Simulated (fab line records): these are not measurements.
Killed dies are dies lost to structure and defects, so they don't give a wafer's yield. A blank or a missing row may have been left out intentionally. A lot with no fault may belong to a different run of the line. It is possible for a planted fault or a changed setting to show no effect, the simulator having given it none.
fab line records	flow ritCmos
[record] lots = 5	wafers = 15	lastDay = 7
route steps=202 shown ACTIVE@13 FOX1@20 FOX2@23 NWELL@28 PWELL@39 WELLDRIVE@50 NRETRO@53 SILICIDE@161 M1@202
lots untouched by any fault: they come from a run of this same line in which no faults occurred
startH: hours from the record's first day to the start of the lot's first wafer shown	waitH: hours since the lot's step before	" as in the row above	L1.1+2: a single row standing in for several wafers	- no value present, or no start provided	* or withheld: withheld	< > ~ a bound
route shown NAME@n: names a module that has steps shown in the file, with the first one's number in the route	usual: average and standard deviation across the fault-free wafers	same: alike in all rows	chamber/n: place in a boat	sites: readings site by site	_std_site: the values' standard deviation	_edge_site: outer sites' mean less inner sites'	radiusMm: for every site, how far away it sits from the centre of the wafer	mask NAME#n: copy n	behind: the last tool/chamber to shape the wafer	hold: why the lot went on hold/how many hours it stayed there/how the hold came to an end	device: the transistor (n, p or np) that didn't switch	end of line: tests of these same wafers at the route's end	for a step that has no rows: nothing shown but its recipe	killed: the dies lost at the first sort to structure and to defects; this is not the yield of the wafer	map: shows each die of a wafer: x if killed, . if not, _ if none is there
set.NAME: the setting that was run; set.NAME@STEP: the one run at that earlier step	model.NAME: the simulator's own value behind a step, which no gauge read
lots at some steps of the route; a table a step, a row a wafer
services: when a tool's chamber went out of use (startH, in hours from the record's first day, below 0 if earlier), for how many hours, and the reason
[[steps]]
[step RIT_ACTIVE_HARDBAKE_12]
[recipe] resist = NOVOLAK	tempC = 140	timeS = 60
[step RIT_ACTIVE_ETCH_13]
[recipe] stopOn = SiO2	chemistry = SF6	target = Si3N4	timeS = 210	overEtchFrac = 0.4	SF6_flow_sccm = 200	pressureMtorr = 260	rfW = 125	targetDepthA = 2100
[usual] drypumpMotorCurrentA = 5.4/0.53	oesProductAu = 0.821/0.013	throttleValvePct = 7.47/0.082
lot.wafer	tool	chamber	startH	waitH	drypumpMotorCurrentA	oesProductAu	rfHoursCounterH	throttleValvePct
L456.1	rieDiel-03	3	44.80	0.1	5.1	0.812	43	7.55
L456.3	"	2	"	"	4.7	0.816	109	7.42
L456.5	"	0	"	"	5.8	0.841	-	7.55
L459.2	rieDiel-04	1	59.82	0.1	5.5	0.817	154	7.49
L459.3	"	2	"	"	5.7	0.813	130	7.39
L459.6	"	3	"	"	5.4	0.836	-	7.45
L467.4	rieDiel-03	3	99.71	0.1	5.1	0.813	44	7.52
L467.5	"	1	"	"	4.8	0.811	-	7.53
L467.6	"	2	"	"	4.7	0.814	-	7.43
L471.1	rieDiel-03	0	119.71	0.1	5.8	0.826	2	7.56
L471.5	"	3	"	"	5.1	0.809	-	7.52
L471.6	"	0	"	"	5.8	0.827	-	7.55
L473.3	rieDiel-04	3	129.71	0.1	5.4	0.837	67	7.45
L473.5	"	2	"	"	5.6	0.810	-	7.39
L473.6	"	0	"	"	6.4	0.830	-	7.34
[step RIT_ACTIVE_STRIP_14]
[recipe] chemistry = O2	timeS = 180	resist = NOVOLAK	platenTempC = withheld	powerW = 500	pressureMtorr = 4000	o2FlowSccm = 4000
[usual] drypumpMotorCurrentA = 5.7/0.35	rfReflPowerW = 6.2/0.57
lot.wafer	tool	chamber	startH	waitH	drypumpMotorCurrentA	rfHoursCounterH	rfReflPowerW
L456.1	plasmaAsher-01	1	44.93	0.1	6.3	41	7.1
L456.3	"	0	"	"	5.5	-	6.9
L456.5	"	0	"	"	5.5	-	7.0
L459.2	plasmaAsher-01	1	59.95	0.1	6.2	43	7.0
L459.3	"	0	"	"	5.5	-	7.1
L459.6	"	0	"	"	5.5	-	7.2
L467.4	plasmaAsher-01	1	99.90	0.1	6.2	-	6.7
L467.5	"	0	"	"	5.6	-	7.2
L467.6	"	1	"	"	6.3	-	6.9
L471.1	plasmaAsher-02	1	119.84	0.1	5.5	47	5.4
L471.5	"	0	"	"	6.1	-	5.7
L471.6	"	1	"	"	5.5	-	6.1
L473.3	plasmaAsher-01	1	129.90	0.1	6.2	-	6.6
L473.5	"	0	"	"	5.5	-	6.7
L473.6	"	1	"	"	6.2	-	6.6
[step RIT_ACTIVE_CD_MEAS_90]
[recipe] targetCdNm = 1400
[usual] cdNm = 1399.6/2.3
lot.wafer	tool	chamber	startH	waitH	cdNm
L456.1	cdSem-02	-	45.11	0.1	1399.4
L456.3	"	-	"	"	1399.2
L456.5	"	-	"	"	1402.3
L459.2	cdSem-01	-	60.15	0.1	1398.5
L459.3	"	-	"	"	1397.9
L459.6	"	-	"	"	1399.1
L467.4	cdSem-02	-	100.08	0.1	1397.0
L467.5	"	-	"	"	1397.6
L467.6	"	-	"	"	1398.9
L471.1	cdSem-01	-	120.02	0.1	1396.8
L471.5	"	-	"	"	1397.1
L471.6	"	-	"	"	1399.0
L473.3	cdSem-01	-	130.06	0.1	1399.0
L473.5	"	-	"	"	1401.9
L473.6	"	-	"	"	1401.5
[step RIT_ACTIVE_CLEAN_15]
[recipe] chemistry = SC1	mix = 3:3:50	timeS = 600	tempC = 75
[step RIT_ACTIVE_CLEAN_16]
[recipe] chemistry = dHF	dilution = 50:1	timeS = 30
[step RIT_ACTIVE_CLEAN_17]
[recipe] chemistry = SC2	mix = 3:3:50	timeS = 600	tempC = 75	dry = n2Spin
[step RIT_FOX1_OXIDATION_00]
[recipe] tempC = 1100	ambient = H2O	targetThkA = 3507	pH2oTorr = 720	oxTimeS = 1130
[step RIT_FOX1_THK_MEAS_01]
[recipe] reads = SiO2_of_FOX1_OXIDATION_00
[usual] FOX1_OXIDE_THK = 349/4.7
lot.wafer	tool	chamber	startH	waitH	FOX1_OXIDE_THK[nm]
L456.1	filmMetro-04	-	46.91	0.0	353
L456.3	"	-	"	"	352
L456.5	"	-	"	"	345
L459.2	filmMetro-01	-	62.69	0.0	352
L459.3	"	-	"	"	347
L459.6	"	-	"	"	347
L467.4	filmMetro-02	-	102.04	0.0	352
L467.5	"	-	"	"	347
L467.6	"	-	"	"	353
L471.1	filmMetro-04	-	121.82	0.0	349
L471.5	"	-	"	"	350
L471.6	"	-	"	"	353
L473.3	filmMetro-04	-	131.84	0.0	351
L473.5	"	-	"	"	349
L473.6	"	-	"	"	350
[step RIT_FOX1_WET_ETCH_02]
[recipe] chemistry = BOE	targetDepthNm = 350	timeS = 390	tempC = 21.5	dry = n2Spin	dilution = 10:1	target = SiO2
[step RIT_FOX2_OXIDATION_00]
[recipe] tempC = 1100	ambient = H2O	targetThkA = 3507	pH2oTorr = 720	oxTimeS = 1130
[step RIT_FOX2_THK_MEAS_01]
[recipe] reads = SiO2_of_FOX2_OXIDATION_00
[usual] FOX2_OXIDE_THK = 349/6.1
lot.wafer	tool	chamber	startH	waitH	FOX2_OXIDE_THK[nm]
L456.1	filmMetro-02	-	48.40	0.0	353
L456.3	"	-	"	"	352
L456.5	"	-	"	"	345
L459.2	filmMetro-02	-	64.88	0.0	341
L459.3	"	-	"	"	340
L459.6	"	-	"	"	339
L467.4	filmMetro-01	-	103.53	0.0	358
L467.5	"	-	"	"	359
L467.6	"	-	"	"	354
L471.1	filmMetro-01	-	123.31	0.0	345
L471.5	"	-	"	"	348
L471.6	"	-	"	"	343
L473.3	filmMetro-01	-	133.33	0.0	348
L473.5	"	-	"	"	346
L473.6	"	-	"	"	350
[step RIT_FOX2_CLEAN_02]
[recipe] chemistry = dHF	dilution = 50:1	timeS = 180
[usual] runLengthS = 208/3.1
lot.wafer	tool	chamber	startH	waitH	runLengthS	model.SiO2_of_FOX2_OXIDATION_00.thkNm
L456.1	wetBench-04	2	48.46	0.1	206	337
L456.3	"	2	"	"	206	334.8
L456.5	"	2	"	"	206	328.1
L459.2	wetBench-03	2	64.93	0.0	215	325.1
L459.3	"	2	"	"	215	323.4
L459.6	"	2	"	"	215	322.2
L467.4	wetBench-04	1	103.56	0.0	928	275.2
L467.5	"	1	"	"	928	276.8
L467.6	"	1	"	"	928	271.8
L471.1	wetBench-04	0	123.37	0.1	206	328.1
L471.5	"	0	"	"	206	331.5
L471.6	"	0	"	"	206	326
L473.3	wetBench-01	2	133.37	0.0	207	330.6
L473.5	"	2	"	"	207	329.2
L473.6	"	2	"	"	207	333
[step RIT_FOX2_WET_ETCH_03]
[recipe] chemistry = H3PO4	target = Si3N4	targetDepthNm = 195	tempC = 165	timeS = 2700
[step RIT_FOX2_THK_MEAS_90]
[recipe] reads = SiO2_of_FOX2_OXIDATION_00
[usual] FIELD_OXIDE_LEFT_1_THK = 322/6.2
lot.wafer	tool	chamber	startH	waitH	FIELD_OXIDE_LEFT_1_THK[nm]
L456.1	filmMetro-03	-	49.35	0.0	327
L456.3	"	-	"	"	324
L456.5	"	-	"	"	317
L459.2	filmMetro-01	-	65.83	0.0	314
L459.3	"	-	"	"	313
L459.6	"	-	"	"	312
L467.4	filmMetro-02	-	104.41	0.0	265
L467.5	"	-	"	"	266
L467.6	"	-	"	"	261
L471.1	filmMetro-02	-	124.26	0.0	318
L471.5	"	-	"	"	321
L471.6	"	-	"	"	316
L473.3	filmMetro-01	-	134.21	0.0	320
L473.5	"	-	"	"	318
L473.6	"	-	"	"	322
[step RIT_NWELL_HMDS_00]
[recipe] primeTimeS = 60	primeTempC = 140
[step RIT_NWELL_COAT_01]
[recipe] resist = NOVOLAK	spinRpm = 2000	resistThkNm = 1300
[step RIT_NWELL_SOFTBAKE_02]
[recipe] resist = NOVOLAK	tempC = 90	timeS = 60
[step RIT_NWELL_EXPOSE_03]
[recipe] maskId = M2	na = 0.57	targetCdNm = 43900	doseMj = 250
[step RIT_NWELL_PEB_04]
[recipe] resist = NOVOLAK	tempC = withheld	timeS = withheld
[step RIT_NWELL_DEVELOP_05]
[recipe] resist = NOVOLAK	developTimeS = 68	devTempC = 23
[step RIT_NWELL_OVL_MEAS_06]
[usual] NWELL_OVL = -1.6/1.4
lot.wafer	tool	chamber	startH	waitH	NWELL_OVL[nm]
L456.1	overlay-01	-	50.29	-	-2.7
L456.3	"	-	"	"	-1.6
L456.5	"	-	"	"	-1.5
L459.2	overlay-01	-	66.89	-	-3.7
L459.3	"	-	"	"	-1.0
L459.6	"	-	"	"	-0.8
L467.4	overlay-01	-	105.46	-	-0.7
L467.5	"	-	"	"	0.7
L467.6	"	-	"	"	-0.1
L471.1	overlay-01	-	125.32	-	-0.5
L471.5	"	-	"	"	-1.9
L471.6	"	-	"	"	-2.6
L473.3	overlay-01	-	135.22	-	0.0
L473.5	"	-	"	"	0.8
L473.6	"	-	"	"	-1.2
[step RIT_NWELL_HARDBAKE_07]
[recipe] resist = NOVOLAK	tempC = 140	timeS = 120
[step RIT_NWELL_IMPLANT_08]
[recipe] species = P	energyKev = 170	doseCm2 = 5e+13	tiltDeg = 7
[step RIT_NWELL_STRIP_09]
[recipe] chemistry = O2	timeS = 180	resist = NOVOLAK	platenTempC = withheld	powerW = 500	pressureMtorr = 4000	o2FlowSccm = 4000
[usual] drypumpMotorCurrentA = 5.5/0.38	rfReflPowerW = 6.2/0.41
lot.wafer	tool	chamber	startH	waitH	drypumpMotorCurrentA	rfHoursCounterH	rfReflPowerW
L456.1	plasmaAsher-03	1	50.72	0.1	5.1	42	6.5
L456.3	"	0	"	"	5.4	-	6.4
L456.5	"	1	"	"	5.1	-	6.5
L459.2	plasmaAsher-03	0	67.32	0.1	5.4	44	6.2
L459.3	"	1	"	"	5.1	-	6.5
L459.6	"	1	"	"	5.0	-	6.7
L467.4	plasmaAsher-03	1	105.94	0.1	5.0	-	6.6
L467.5	"	1	"	"	5.1	-	6.6
L467.6	"	0	"	"	5.4	-	6.4
L471.1	plasmaAsher-02	1	125.76	0.1	5.5	47	5.8
L471.5	"	1	"	"	5.5	-	5.4
L471.6	"	0	"	"	6.1	-	5.5
L473.3	plasmaAsher-03	0	135.71	0.1	5.4	-	6.1
L473.5	"	1	"	"	5.1	-	6.6
L473.6	"	0	"	"	5.4	-	6.1
[step RIT_NWELL_TW_MEAS_10]
[usual] NWELL_TW = 2139/14
lot.wafer	tool	chamber	startH	waitH	NWELL_TW
L456.1	filmMetro-04	-	50.90	0.1	2156
L456.3	"	-	"	"	2155
L456.5	"	-	"	"	2150
L459.2	filmMetro-02	-	67.50	0.1	2135
L459.3	"	-	"	"	2116
L459.6	"	-	"	"	2130
L467.4	filmMetro-04	-	106.08	0.1	2154
L467.5	"	-	"	"	2157
L467.6	"	-	"	"	2158
L471.1	filmMetro-03	-	125.93	0.1	2120
L471.5	"	-	"	"	2119
L471.6	"	-	"	"	2115
L473.3	filmMetro-02	-	135.84	0.1	2129
L473.5	"	-	"	"	2116
L473.6	"	-	"	"	2123
[step RIT_PWELL_HMDS_00]
[recipe] primeTimeS = 60	primeTempC = 140
[step RIT_PWELL_COAT_01]
[recipe] resist = NOVOLAK	spinRpm = 2000	resistThkNm = 1300
[step RIT_PWELL_SOFTBAKE_02]
[recipe] resist = NOVOLAK	tempC = 90	timeS = 60
[step RIT_PWELL_EXPOSE_03]
[recipe] maskId = M3	na = 0.57	targetCdNm = 43700	doseMj = 250
[step RIT_PWELL_PEB_04]
[recipe] resist = NOVOLAK	tempC = withheld	timeS = withheld
[step RIT_PWELL_DEVELOP_05]
[recipe] resist = NOVOLAK	developTimeS = 68	devTempC = 23
[step RIT_PWELL_OVL_MEAS_06]
[usual] PWELL_OVL = -1.0/1.5
lot.wafer	tool	chamber	startH	waitH	PWELL_OVL[nm]
L456.1	overlay-02	-	51.84	-	2.4
L456.3	"	-	"	"	-0.7
L456.5	"	-	"	"	-0.3
L459.2	overlay-02	-	68.57	-	0.0
L459.3	"	-	"	"	-1.2
L459.6	"	-	"	"	-1.5
L467.4	overlay-02	-	107.01	-	-0.6
L467.5	"	-	"	"	0.3
L467.6	"	-	"	"	0.8
L471.1	overlay-02	-	127.10	-	-0.5
L471.5	"	-	"	"	-1.1
L471.6	"	-	"	"	-1.0
L473.3	overlay-01	-	136.90	-	-1.6
L473.5	"	-	"	"	-2.8
L473.6	"	-	"	"	-0.7
[step RIT_PWELL_HARDBAKE_07]
[recipe] resist = NOVOLAK	tempC = 140	timeS = 120
[step RIT_PWELL_IMPLANT_08]
[recipe] species = B	energyKev = 170	doseCm2 = 7e+13	tiltDeg = 7
[step RIT_PWELL_STRIP_09]
[recipe] chemistry = O2	timeS = 180	resist = NOVOLAK	platenTempC = withheld	powerW = 500	pressureMtorr = 4000	o2FlowSccm = 4000
[usual] drypumpMotorCurrentA = 5.35/0.27	rfReflPowerW = 6.3/0.37
lot.wafer	tool	chamber	startH	waitH	drypumpMotorCurrentA	rfHoursCounterH	rfReflPowerW
L456.1	plasmaAsher-04	1	52.42	0.2	5.23	25	5.8
L456.3	"	1	"	"	5.22	-	5.6
L456.5	"	1	"	"	5.23	-	5.6
L459.2	plasmaAsher-03	1	69.31	0.1	5.09	44	6.5
L459.3	"	0	"	"	5.38	-	6.3
L459.6	"	0	"	"	5.38	-	6.6
L467.4	plasmaAsher-04	1	107.49	0.1	5.26	-	5.7
L467.5	"	1	"	"	5.23	-	5.6
L467.6	"	0	"	"	5.46	-	6.1
L471.1	plasmaAsher-01	1	127.53	0.1	6.23	1	6.5
L471.5	"	0	"	"	5.55	-	7.0
L471.6	"	1	"	"	6.22	-	6.4
L473.3	plasmaAsher-04	1	137.38	0.1	5.19	-	5.6
L473.5	"	1	"	"	5.24	-	5.5
L473.6	"	0	"	"	5.44	-	6.2
[step RIT_PWELL_TW_MEAS_10]
[usual] PWELL_TW = 947/5
lot.wafer	tool	chamber	startH	waitH	PWELL_TW
L456.1	filmMetro-04	-	52.60	0.1	958
L456.3	"	-	"	"	957
L456.5	"	-	"	"	955
L459.2	filmMetro-03	-	69.49	0.1	940
L459.3	"	-	"	"	943
L459.6	"	-	"	"	945
L467.4	filmMetro-03	-	107.63	0.1	944
L467.5	"	-	"	"	945
L467.6	"	-	"	"	944
L471.1	filmMetro-02	-	127.71	0.1	950
L471.5	"	-	"	"	949
L471.6	"	-	"	"	952
L473.3	filmMetro-02	-	137.52	0.1	946
L473.5	"	-	"	"	943
L473.6	"	-	"	"	948
[step RIT_WELLDRIVE_ANNEAL_00]
[recipe] tempC = 1100	timeS = 14700	ambient = N2
[step RIT_WELLDRIVE_RS_MEAS_01]
[recipe] thkMeasGauge = four-point-probe
[usual] NWELL_RS = 275.3/0.82
lot.wafer	tool	chamber	startH	waitH	NWELL_RS[ohm/sq]
L456.1	filmMetro-03	-	58.27	0.0	275.7
L456.3	"	-	"	"	276.2
L456.5	"	-	"	"	275.4
L459.2	filmMetro-03	-	74.65	0.0	274.9
L459.3	"	-	"	"	275.2
L459.6	"	-	"	"	275.1
L467.4	filmMetro-03	-	112.81	0.1	275.3
L467.5	"	-	"	"	275.0
L467.6	"	-	"	"	275.0
L471.1	filmMetro-02	-	133.21	0.0	275.3
L471.5	"	-	"	"	275.0
L471.6	"	-	"	"	275.6
L473.3	filmMetro-04	-	142.68	0.0	276.6
L473.5	"	-	"	"	276.0
L473.6	"	-	"	"	277.3
[step RIT_WELLDRIVE_RS_MEAS_02]
[recipe] thkMeasGauge = four-point-probe
[usual] PWELL_RS = 429.4/1.2
lot.wafer	tool	chamber	startH	waitH	PWELL_RS[ohm/sq]
L456.1	filmMetro-03	-	58.39	0.1	429.9
L456.3	"	-	"	"	430.2
L456.5	"	-	"	"	429.3
L459.2	filmMetro-03	-	74.77	0.1	431.4
L459.3	"	-	"	"	431.1
L459.6	"	-	"	"	430.8
L467.4	filmMetro-03	-	112.93	0.1	429.0
L467.5	"	-	"	"	428.0
L467.6	"	-	"	"	428.7
L471.1	filmMetro-02	-	133.33	0.1	428.7
L471.5	"	-	"	"	429.1
L471.6	"	-	"	"	428.5
L473.3	filmMetro-04	-	142.80	0.1	429.5
L473.5	"	-	"	"	428.5
L473.6	"	-	"	"	428.1
[step RIT_NRETRO_HMDS_00]
[recipe] primeTimeS = 60	primeTempC = 140
[step RIT_NRETRO_COAT_01]
[recipe] resist = NOVOLAK	spinRpm = 2000	resistThkNm = 1300
[step RIT_FOX2_THK_MEAS_91]
[recipe] reads = SiO2_of_FOX2_OXIDATION_00
[usual] FIELD_OXIDE_LEFT_2_THK = 254/6.2
lot.wafer	tool	chamber	startH	waitH	FIELD_OXIDE_LEFT_2_THK[nm]
L456.1	filmMetro-02	-	62.08	0.0	259
L456.3	"	-	"	"	256
L456.5	"	-	"	"	249
L459.2	filmMetro-01	-	78.61	0.0	246
L459.3	"	-	"	"	244
L459.6	"	-	"	"	243
L467.4	filmMetro-01	-	116.79	0.0	197
L467.5	"	-	"	"	198
L467.6	"	-	"	"	193
L471.1	filmMetro-03	-	136.97	0.0	250
L471.5	"	-	"	"	253
L471.6	"	-	"	"	248
L473.3	filmMetro-03	-	146.79	0.0	252
L473.5	"	-	"	"	251
L473.6	"	-	"	"	255
[step RIT_SILICIDE_WET_ETCH_00]
[recipe] chemistry = BOE	target = SiO2	targetDepthNm = 14	timeS = 15	dry = n2Spin	dilution = 10:1	tempC = 21.5
lot.wafer	tool	chamber	startH	waitH	model.SiO2_of_FOX2_OXIDATION_00.thkNm
L456.1	wetBench-02	3	80.23	0.1	156.5
L456.3	"	3	"	"	151.8
L456.5	"	3	"	"	145.5
L459.2	wetBench-02	3	95.80	0.1	140.3
L459.3	"	3	"	"	139.7
L459.6	"	3	"	"	138.2
L467.4	wetBench-01	3	135.01	0.0	92.61
L467.5	"	3	"	"	94.54
L467.6	"	3	"	"	89.01
L471.1	wetBench-01	1	154.24	0.1	144.7
L471.5	"	1	"	"	149.5
L471.6	"	1	"	"	142.2
L473.3	wetBench-01	2	165.13	0.1	148.4
L473.5	"	2	"	"	147
L473.6	"	2	"	"	149.5
[step RIT_M1_PROBE_99]
[usual] killedAtFrontEnd = 7/3.1	killedDies = 7/3.1	killedOpen = 3.3/1.9	killedShort = 3.3/2
[same] grossDies = 264	killed_at_M0_to_M3 = 0	killed_at_M4_up = 0	killedAtBackSide = 0	killedAtContacts = 0	killedAtOther = 0
lot.wafer	tool	chamber	startH	waitH	killedAtFrontEnd	killedDies	killedOpen	killedShort	model.etest.pwell.rsOhmSq	model.etest.fieldN.vtV	model.etest.fieldPMetal.vtV	model.etest.polyCombOverSteps.leakLog10AUm	model.etest.isoNwellNwell.bvV	model.etest.isoPplusPwell.lateralLog10AUm	model.etest.diodePplusComb.cjFfUm2	model.etest.pmosNarrow.vtV
L456.1	prober-01	-	88.02	0.1	6	6	4	2	418.5	35.28	-29.85	-12.69	22.21	-9.29	2.054	-0.4834
L456.3	prober-01	-	88.12	0.2	3	3	2	1	416	34.95	-29.59	-12.71	22.06	-9.274	2.038	-0.4906
L456.5	prober-01	-	88.22	0.2	9	9	3	6	414.4	34.03	-30.56	-12.76	21.93	-9.3	2.064	-0.4889
L459.2	prober-01	-	103.44	0.1	8	8	6	2	418.6	33.4	-29.06	-12.56	21.96	-9.269	2.01	-0.4917
L459.3	prober-01	-	103.49	0.2	4	4	2	2	419.6	33.12	-29.74	-12.89	21.54	-9.241	2.016	-0.4983
L459.6	prober-01	-	103.64	0.2	3	3	1	2	415.5	33.04	-29.78	-12.74	21.87	-9.261	2.014	-0.4936
L467.4	prober-01	-	142.07	0.2	6	6	1	4	401.9	26.5	-34.38	-8.521	21.25	-9.335	2.037	-0.4974
L467.5	prober-01	-	142.12	0.2	4	4	2	2	407.9	26.63	-35.17	-10.46	20.97	-9.373	2.038	-0.5101
L467.6	prober-01	-	142.17	0.2	7	7	3	4	405.2	26.02	-35.75	-7.945	21.04	-9.372	2.033	-0.4948
L471.1	prober-01	-	161.45	0.1	8	8	4	4	415.1	34.03	-28.82	-12.62	21.62	-9.28	2.007	-0.4931
L471.5	prober-01	-	161.65	0.2	5	5	2	3	418.1	34.51	-29.36	-12.99	22.3	-9.312	2	-0.4971
L471.6	prober-01	-	161.70	0.2	3	3	1	2	420.3	33.83	-29.24	-12.85	21.52	-9.348	1.996	-0.502
L473.3	prober-01	-	172.17	0.2	9	9	7	2	413.9	34.34	-29.77	-12.87	22.19	-9.235	1.988	-0.5049
L473.5	prober-01	-	172.27	0.2	8	8	3	5	410.7	34.13	-30.1	-12.63	21.98	-9.3	1.99	-0.4949
L473.6	prober-01	-	172.32	0.2	7	7	3	4	405.4	34.63	-29.88	-12.87	22.23	-9.274	1.974	-0.4925
// killed by level:class
L456.1 GATE:geometricParticle:open=4 FOX1:geometricParticle:short=1 SPACER:geometricParticle:short=1
L456.3 FOX2:geometricParticle:short=1 FOX2:geometricParticle:open=1 SILICIDE:geometricParticle:open=1
L456.5 FOX1:geometricParticle:short=2 GATE:geometricParticle:short=2 FOX2:geometricParticle:open=1 GATE:geometricParticle:open=1 REOX:geometricParticle:short=1 SPACER:geometricParticle:short=1 SPACER:geometricParticle:open=1
L459.2 GATE:geometricParticle:open=3 FOX1:geometricParticle:short=1 FOX1:geometricParticle:open=1 REOX:geometricParticle:open=1 SPACER:geometricParticle:open=1 SILICIDE:geometricParticle:short=1
L459.3 GATE:geometricParticle:short=2 FOX1:geometricParticle:open=1 FOX2:geometricParticle:open=1
L459.6 SPACER:geometricParticle:short=2 REOX:geometricParticle:open=1
L467.4 GATE:geometricParticle:short=2 FOX2:geometricParticle:short=1 GATE:geometricParticle:open=1 SILICIDE:geometricParticle:short=1 NLDD:coatMicrobubblePrinted=1
L467.5 GATE:geometricParticle:short=1 GATE:geometricParticle:open=1 REOX:geometricParticle:open=1 SPACER:geometricParticle:short=1
L467.6 SILICIDE:geometricParticle:short=2 FOX1:geometricParticle:open=1 FOX1:geometricParticle:short=1 GATE:geometricParticle:short=1 SPACER:geometricParticle:open=1 SILICIDE:geometricParticle:open=1
L471.1 FOX2:geometricParticle:short=2 GATE:geometricParticle:open=2 GATE:geometricParticle:short=1 REOX:geometricParticle:short=1 SPACER:geometricParticle:open=1 SILICIDE:geometricParticle:open=1
L471.5 SILICIDE:geometricParticle:short=2 FOX1:geometricParticle:open=1 REOX:geometricParticle:open=1 SPACER:geometricParticle:short=1
L471.6 FOX1:geometricParticle:short=1 SPACER:geometricParticle:short=1 SPACER:geometricParticle:open=1
L473.3 SPACER:geometricParticle:open=3 SILICIDE:geometricParticle:open=2 GATE:geometricParticle:open=1 REOX:geometricParticle:open=1 SPACER:geometricParticle:short=1 SILICIDE:geometricParticle:short=1
L473.5 SPACER:geometricParticle:short=3 FOX2:geometricParticle:open=1 GATE:geometricParticle:open=1 GATE:geometricParticle:short=1 REOX:geometricParticle:short=1 SPACER:geometricParticle:open=1
L473.6 SILICIDE:geometricParticle:open=2 GATE:geometricParticle:short=1 REOX:geometricParticle:short=1 SPACER:geometricParticle:open=1 SPACER:geometricParticle:short=1 SILICIDE:geometricParticle:short=1
[[services]]
tool	chamber	startH	hours	kind
plasmaAsher-04	-	30.02	10.5	repair
rieDiel-04	-	38.62	1.4	repair
plasmaAsher-01	-	48.14	0.6	repair
rieDiel-04	2	75.73	3.9	repair
rieDiel-04	-	85.46	1.3	repair
rieDiel-04	3	100.90	8.7	repair
wetBench-02	-	101.45	57.3	repair
plasmaAsher-01	-	108.75	9.0	pm
plasmaAsher-01	0	108.75	9.0	ventCycle
plasmaAsher-01	1	108.75	9.0	ventCycle
plasmaAsher-01	-	111.80	4.2	repair
plasmaAsher-01	0	117.75	-	clean
plasmaAsher-01	1	117.75	-	clean
rieDiel-04	1	121.16	-	clean
rieDiel-04	1	121.16	15.9	scheduledDown
rieDiel-04	1	121.16	15.9	ventCycle
rieDiel-04	-	131.15	0.5	repair
[[key]]
[firstSign] step = RIT_FOX2_CLEAN_02	reading = runLengthS	direction = up	sigmas = 99+	usual = *	struck = *
[effect] step = RIT_FOX2_THK_MEAS_90	reading = FIELD_OXIDE_LEFT_1_THK	direction = down	sigmas = 9.4	usual = 322	struck = 264
[effect] step = RIT_FOX2_THK_MEAS_91	reading = FIELD_OXIDE_LEFT_2_THK	direction = down	sigmas = 9.4	usual = 254	struck = 196
[modelEffect] step = RIT_FOX2_CLEAN_02	value = SiO2_of_FOX2_OXIDATION_00.thkNm	without = 340.2	struck = 274.6
[modelEffect] step = RIT_SILICIDE_WET_ETCH_00	value = SiO2_of_FOX2_OXIDATION_00.thkNm	without = 157.7	struck = 92.05
[modelEffect] step = RIT_M1_PROBE_99	value = etest.pwell.rsOhmSq	without = 417.6	struck = 405
metAt RIT_FOX2_CLEAN_02
struckWafers L467.4,L467.5,L467.6
testerLeftOut L467
[fault] kind = processParameterDrift	tool = wetBench-04	chamber = 1	onsetH = 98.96	steps = RIT_FOX2_CLEAN_02	channel = timeS	offset = *	shape = step	endH = 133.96	actsIn = *	stated = *
// testerLeftOut: of these lots the tester's yield and bins aren't shown, on N5 and GAA mostly nor the transistor test; their killed dies are dies lost to structure and defects alone, not to doping, threshold or leakage, so they don't give the yield
